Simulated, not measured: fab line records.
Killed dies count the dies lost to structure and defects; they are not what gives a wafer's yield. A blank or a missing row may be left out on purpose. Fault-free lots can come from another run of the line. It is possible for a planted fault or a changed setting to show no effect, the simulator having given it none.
Tool commonality check -- flow ritCmos -- 45 wafers sampled across 15 lots

WHY THIS WAS OPENED
On 3 of the 15 lots, a flag is raised at RIT_GATE_CD_MEAS_16 on the reading cdNm. Fault-free wafers read 151 nm, with a standard deviation of 3.1.
Rule: a lot is flagged in two cases, either no wafer of it has a number, or all its wafers with numbers fall more than 4 standard deviations from that mean. As for the other lots, they are considered sound.

lot,measured,on,"cdNm (nm), wafer by wafer",flag
L671,day 2 22:38,cdSem-01,151 153 152,
L672,day 3 03:14,cdSem-02,151 150 151,
L673,day 3 03:31,cdSem-01,150 151 150,
L674,day 3 12:15,cdSem-01,152 152 149,
L675,day 3 15:40,cdSem-02,152 153 150,
L678,day 4 00:49,cdSem-02,63 63 63,FLAGGED
L679,day 4 08:30,cdSem-02,66 72 68,FLAGGED
L681,day 5 02:28,cdSem-02,83 84 83,FLAGGED
L683,day 5 14:43,cdSem-01,152 151 153,
L685,day 5 23:12,cdSem-01,151 152 149,
L686,day 6 02:57,cdSem-01,152 150 150,
L689,day 6 17:55,cdSem-02,146 145 145,
L690,day 6 21:21,cdSem-01,153 152 151,
L693,day 7 10:22,cdSem-01,150 151 153,
L694,day 7 13:50,cdSem-01,151 147 144,
The mean of the flagged lots' numbers is 72 nm, -79 nm from the usual (-26 standard deviations).

WHICH TOOL RAN EACH LOT
The record holds 1 process step before the reading, out of a route of 202 steps. Every cell lists first the tool, next ch and the chambers used by the sampled wafers, and last the start.
lot,flag,RIT_GATE_COAT_11
L671,,"lithoTrack-04 ch 0, day 2 21:40"
L672,,"lithoTrack-01 ch 0, day 3 02:32"
L673,,"lithoTrack-03 ch 0, day 3 02:32"
L674,,"lithoTrack-03 ch 0, day 3 11:26"
L675,,"lithoTrack-03 ch 0, day 3 14:56"
L678,FLAGGED,"lithoTrack-04 ch 0, day 4 00:08"
L679,FLAGGED,"lithoTrack-04 ch 0, day 4 07:40"
L681,FLAGGED,"lithoTrack-04 ch 0, day 5 01:36"
L683,,"lithoTrack-01 ch 0, day 5 14:01"
L685,,"lithoTrack-01 ch 0, day 5 22:11"
L686,,"lithoTrack-03 ch 0, day 6 02:07"
L689,,"lithoTrack-03 ch 0, day 6 17:04"
L690,,"lithoTrack-03 ch 0, day 6 20:22"
L693,,"lithoTrack-04 ch 0, day 7 09:32"
L694,,"lithoTrack-03 ch 0, day 7 12:55"
These steps, and what they do:
- RIT_GATE_COAT_11: resist thk 850 nm.
- RIT_GATE_CD_MEAS_16: target cd 150 nm.

FLAGGED OVER TOTAL, TOOL BY TOOL (the gauges that took the reading come last)
step,tool,lots run,flagged,share of the flagged lots,sound lots run after its first flagged lot
RIT_GATE_COAT_11,lithoTrack-01,3,0,none,-
RIT_GATE_COAT_11,lithoTrack-03,7,0,none,-
RIT_GATE_COAT_11,lithoTrack-04,5,3,all,1 (L693)
RIT_GATE_CD_MEAS_16,cdSem-01,9,0,none,-
RIT_GATE_CD_MEAS_16,cdSem-02,6,3,all,1 (L689)

WHAT IS ALLOWED BY THE TABLE
2 rows of the table ran every flagged lot: lithoTrack-04 at RIT_GATE_COAT_11, cdSem-02 at RIT_GATE_CD_MEAS_16.
- lithoTrack-04 at RIT_GATE_COAT_11 ran 5 lots, 3 of them flagged. Lots that were sound ran on it after the first flagged one (L693); a persistent fault on the entire tool would not allow that.
- cdSem-02 at RIT_GATE_CD_MEAS_16 ran 6 lots, 3 of them flagged. Lots that were sound ran on it after the first flagged one (L689); a persistent fault on the entire tool would not allow that.
There is no row in the table that ran each flagged lot and no sound lot after the first.

WHAT WAS PUT IN BY THE SIMULATOR
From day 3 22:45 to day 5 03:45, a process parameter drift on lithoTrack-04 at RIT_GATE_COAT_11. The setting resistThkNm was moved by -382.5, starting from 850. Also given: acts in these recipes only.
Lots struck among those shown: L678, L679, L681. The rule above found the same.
